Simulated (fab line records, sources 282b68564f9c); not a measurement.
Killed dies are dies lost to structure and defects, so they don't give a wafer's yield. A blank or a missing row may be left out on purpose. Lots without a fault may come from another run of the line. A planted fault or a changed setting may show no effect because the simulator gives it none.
Which tool did it? | flow rit_cmos | 7 lots, 21 wafers sampled, at 2 steps of a route of 202

WHAT THE GAUGES READ, wafer by wafer
RIT_NSD_TW_MEAS_10.
lot  | measured    | on            | NSD_TW
L828 | day 3 09:13 | film_metro-02 | 3119 3127 3113
L831 | day 4 01:18 | film_metro-02 | 3144 3139 3146
L833 | day 4 10:08 | film_metro-01 | 3150 3165 3180
L835 | day 4 21:51 | film_metro-02 | 3158 3142 3154
L838 | day 5 14:42 | film_metro-01 | 3561 3556 3547
L840 | day 5 22:16 | film_metro-01 | 3537 3543 3559
L848 | day 7 14:02 | film_metro-02 | 3527 3543 3531

WHICH TOOL RAN EACH LOT (tool, then ch and the chambers of the sampled wafers, then the start)
lot  | RIT_NSD_IMPLANT_08
L828 | implanter-04 ch 0, day 3 08:53
L831 | implanter-02 ch 0, day 4 00:59
L833 | implanter-02 ch 0, day 4 09:49
L835 | implanter-02 ch 0, day 4 21:34
L838 | implanter-02 ch 0, day 5 13:48
L840 | implanter-04 ch 0, day 5 21:38
L848 | implanter-02 ch 0, day 7 13:26
- RIT_NSD_IMPLANT_08

THE ANSWER, worked out from the rows above alone
Rule: what is usual is taken from the lots themselves. Put in order of their means at a reading, lots are off if they are a third of the lots or fewer, leave a main group of 4 or more, and stand apart from it by a gap of 3 or more times the standard deviation of the main group's means; of several such gaps the widest counts. A main group whose means are all the same, to the digits that the tables above print for the reading, isn't used. A lot without any number at a reading at which 4 lots or more have one is off too. The other lots that the step has rows for count as sound.
No lot is off at any reading shown: from this, nothing can be told.

WHAT THE SIMULATOR HAD PUT IN
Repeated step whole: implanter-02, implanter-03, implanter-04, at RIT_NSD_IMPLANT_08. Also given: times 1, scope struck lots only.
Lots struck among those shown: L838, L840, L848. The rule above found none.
